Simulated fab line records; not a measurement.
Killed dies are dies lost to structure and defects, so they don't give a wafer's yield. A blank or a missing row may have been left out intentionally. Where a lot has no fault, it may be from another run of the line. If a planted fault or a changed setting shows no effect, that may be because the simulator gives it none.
A struck lot beside a sound one || flow ritCmos || 44 steps out of a route of 202
Sound: the wafers L974.1, L974.5, L974.6. The struck wafers were L981.1, L981.2, L981.6. The cause is named last.
For every step that has rows: the tool of each side, followed by ch and its chambers, followed by its first start. Under that, the readings that differ: sound wafers || struck wafers || difference of the means || sigmas: that difference in standard deviations of wafers without a fault.
alike: readings with means less than 2 such deviations apart, plus words and numbers identical on both sides. not compared: withheld readings, readings lacking a value on some wafer, bounds such as >300 that could conceal the same value, and numbers that have no deviation in the record and whose values overlap.
The two part at a step that has a row with sigmas, a row that says differs or no value, or rows on one side only. Non-overlapping numbers with no deviation appear without sigmas and do not part them. A reading that every wafer of one side lacks parts them only if that side has two wafers or more.

first, 4 steps without rows for these wafers: RIT_PLDD_SOFTBAKE_02 (time 60 s); RIT_PLDD_EXPOSE_03 (exposes mask M8, target cd 40900 nm); RIT_PLDD_PEB_04; RIT_PLDD_DEVELOP_05 (develop time 50 s).
RIT_PLDD_OVL_MEAS_06:
  sound: overlay-02 at day 3 05:28; struck: overlay-02 at day 4 15:29
  alike: PLDD_OVL
then, 2 steps without rows for these wafers: RIT_PLDD_HARDBAKE_07 (time 60 s); RIT_PLDD_IMPLANT_08.
RIT_PLDD_STRIP_09: strips in O2, time 180 s.
  sound on plasmaAsher-01 ch 0,1, day 3 05:48; struck on plasmaAsher-01 ch 0,1, day 4 15:49
  alike: chamberPressureMTorr, drypumpMotorCurrentA, o2FlowSccm
  not compared: rfHoursCounterH
RIT_PLDD_TW_MEAS_10:
  sound: filmMetro-03 at day 3 05:59; struck: filmMetro-04 at day 4 15:59
  alike: PLDD_TW
then, 3 steps without rows for these wafers: RIT_SPACER_CLEAN_00 (cleans in SC1, time 600 s); RIT_SPACER_CLEAN_01 (cleans in dHF, time 30 s); RIT_SPACER_CLEAN_02 (cleans in SC2, time 600 s).
RIT_SPACER_CVD_03: deposits Si3N4 from SiH2Cl2/NH3, target thk 250 nm, time 3300 s.
  sound on lpcvd-01 ch 0, day 3 06:25; struck on lpcvd-01 ch 0, day 4 17:14
{"reading": "model.Si3N4_of_SPACER_CVD_03.thkNm (nm)", "sound": "247.5 249.3 251.8", "struck": "225.9 225.4 226.6", "difference": -23.6, "sigmas": ""}
  alike: spikeTcCentreC, spikeTcSourceC, zonePowerSourcePct
RIT_SPACER_THK_MEAS_04:
  sound: filmMetro-04 at day 3 08:19; struck: filmMetro-04 at day 4 20:07
{"reading": "SPACER_NITRIDE_THK (nm)", "sound": "247.6 249.3 251.7", "struck": "226.1 225.4 226.8", "difference": -23.4, "sigmas": -9}
RIT_SPACER_ETCHBACK_05: etches Si3N4 in SF6/CHF3, stops on SiO2, target depth 250 nm, time 240 s.
  sound on rieDiel-04 ch 0,1, day 3 08:23; struck on rieDiel-01 ch 0,2, day 4 20:10
{"reading": "oesProductAu (a.u.)", "sound": "0.842 0.856 0.864", "struck": "0.812 0.786 0.810", "difference": -0.051, "sigmas": -3}
{"reading": "model.etch.depthNm (nm)", "sound": "247.5 249.3 251.8", "struck": "225.9 225.4 226.6", "difference": -23.6, "sigmas": ""}
  alike: chamberPressureMTorr, drypumpMotorCurrentA, throttleValvePct
  not compared: rfHoursCounterH
then, 6 steps without rows for these wafers: RIT_NSD_HMDS_00 (prime time 60 s); RIT_NSD_COAT_01 (resist thk 1000 nm); RIT_NSD_SOFTBAKE_02 (time 60 s); RIT_NSD_EXPOSE_03 (exposes mask M9, target cd 40700 nm); RIT_NSD_PEB_04; RIT_NSD_DEVELOP_05 (develop time 50 s).
RIT_NSD_OVL_MEAS_06:
  sound: overlay-01 at day 3 09:23; struck: overlay-01 at day 4 21:10
  alike: NSD_OVL
then, 2 steps without rows for these wafers: RIT_NSD_HARDBAKE_07 (time 60 s); RIT_NSD_IMPLANT_08.
RIT_NSD_STRIP_09: strips in O2, time 180 s.
  sound on plasmaAsher-02 ch 0,1, day 3 09:43; struck on plasmaAsher-02 ch 0,1, day 4 21:31
  alike: chamberPressureMTorr, drypumpMotorCurrentA, o2FlowSccm
  not compared: rfHoursCounterH
RIT_NSD_TW_MEAS_10:
  sound: filmMetro-01 at day 3 09:54; struck: filmMetro-01 at day 4 21:41
  alike: NSD_TW
then, 6 steps without rows for these wafers: RIT_PSD_HMDS_00 (prime time 60 s); RIT_PSD_COAT_01 (resist thk 1000 nm); RIT_PSD_SOFTBAKE_02 (time 60 s); RIT_PSD_EXPOSE_03 (exposes mask M10, target cd 40900 nm); RIT_PSD_PEB_04; RIT_PSD_DEVELOP_05 (develop time 50 s).
RIT_PSD_OVL_MEAS_06:
  sound: overlay-02 at day 3 10:49; struck: overlay-01 at day 4 22:43
{"reading": "PSD_OVL (nm)", "sound": "0.6 0.3 -0.1", "struck": "-2.5 -2.0 -2.6", "difference": -2.6, "sigmas": -2}
then, 2 steps without rows for these wafers: RIT_PSD_HARDBAKE_07 (time 60 s); RIT_PSD_IMPLANT_08.
RIT_PSD_STRIP_09: strips in O2, time 180 s.
  sound on plasmaAsher-02 ch 0,1, day 3 11:08; struck on plasmaAsher-03 ch 0,1, day 4 23:04
  alike: chamberPressureMTorr, drypumpMotorCurrentA, o2FlowSccm
  not compared: rfHoursCounterH
RIT_PSD_TW_MEAS_10:
  sound: filmMetro-01 at day 3 11:19; struck: filmMetro-04 at day 4 23:14
  alike: PSD_TW
then, 3 steps without rows for these wafers: RIT_SDANNEAL_CLEAN_00 (cleans in SC1, time 600 s); RIT_SDANNEAL_CLEAN_01 (cleans in dHF, time 30 s); RIT_SDANNEAL_CLEAN_02 (cleans in SC2, time 600 s).
RIT_SDANNEAL_RTA_03: time 5 s.
  sound on rtpAnneal-01 ch 0, day 3 11:49; struck on rtpAnneal-02 ch 0, day 4 23:40
  alike: rampUpCPerS, wafer_temp_C_max
RIT_SDANNEAL_RS_MEAS_04: uses a four-point probe to measure.
  sound: filmMetro-01 at day 3 11:52; struck: filmMetro-01 at day 4 23:43
{"reading": "PSD_RS (ohm/sq)", "sound": "116.37 116.19 116.04", "struck": "115.45 115.84 115.62", "difference": -0.56, "sigmas": -2}
RIT_SILICIDE_WET_ETCH_00: etches SiO2 in BOE, target depth 14 nm, time 15 s.
  sound on wetBench-04 ch 1, day 3 12:21; struck on wetBench-04 ch 0, day 5 00:12
{"reading": "model.Si3N4_of_SPACER_CVD_03.thkNm (nm)", "sound": "193.6 195.1 195.1", "struck": "176 174.7 176.5", "difference": -19, "sigmas": ""}
  alike: bathHeatDutyPct
RIT_M1_PROBE_99:
  sound: prober-01 at day 3 20:28; struck: prober-02 at day 5 08:08
{"reading": "killedAtFrontEnd", "sound": "12 15 8", "struck": "3 5 5", "difference": -7, "sigmas": -2}
{"reading": "killedDies", "sound": "12 15 8", "struck": "3 5 5", "difference": -7, "sigmas": -2}
{"reading": "killedOpen", "sound": "8 7 4", "struck": "1 3 2", "difference": -4, "sigmas": -2}
{"reading": "model.etest.nmos_0p15.rOnOhmUm", "sound": "1130 1115 1133", "struck": "1190 1239 1198", "difference": "+83", "sigmas": ""}
{"reading": "model.etest.nplusSal.widthNm (nm)", "sound": "3439 3438 3450", "struck": "3501 3497 3485", "difference": "+52", "sigmas": ""}
{"reading": "model.etest.pplusSal.widthNm (nm)", "sound": "3442 3462 3468", "struck": "3479 3518 3480", "difference": "+35", "sigmas": ""}
{"reading": "model.etest.pwellPinched.rsOhmSq", "sound": "450.7 445.8 451.9", "struck": "464.7 470.7 464.2", "difference": "+17.1", "sigmas": ""}
{"reading": "model.etest.nwellPinched.rsOhmSq", "sound": "333.9 332.1 335.9", "struck": "351 352.5 350.6", "difference": "+17", "sigmas": ""}
{"reading": "model.etest.diodePplusNwell.bvV (V)", "sound": "6.528 6.514 6.611", "struck": "6.8 6.774 6.735", "difference": "+0.2", "sigmas": ""}
{"reading": "model.etest.nmos_0p15.toxInvNm (nm)", "sound": "4.588 4.534 4.441", "struck": "4.255 4.262 4.235", "difference": -0.270, "sigmas": ""}
  alike: killed_at_M0_to_M3, killedShort
  not compared: model.etest.nmos_0p3.rOnOhmUm

== WHERE THEY PART ==
At RIT_SPACER_THK_MEAS_04 first; at RIT_M1_PROBE_99 last (within this record only).

WHY: what had been put in by the simulator
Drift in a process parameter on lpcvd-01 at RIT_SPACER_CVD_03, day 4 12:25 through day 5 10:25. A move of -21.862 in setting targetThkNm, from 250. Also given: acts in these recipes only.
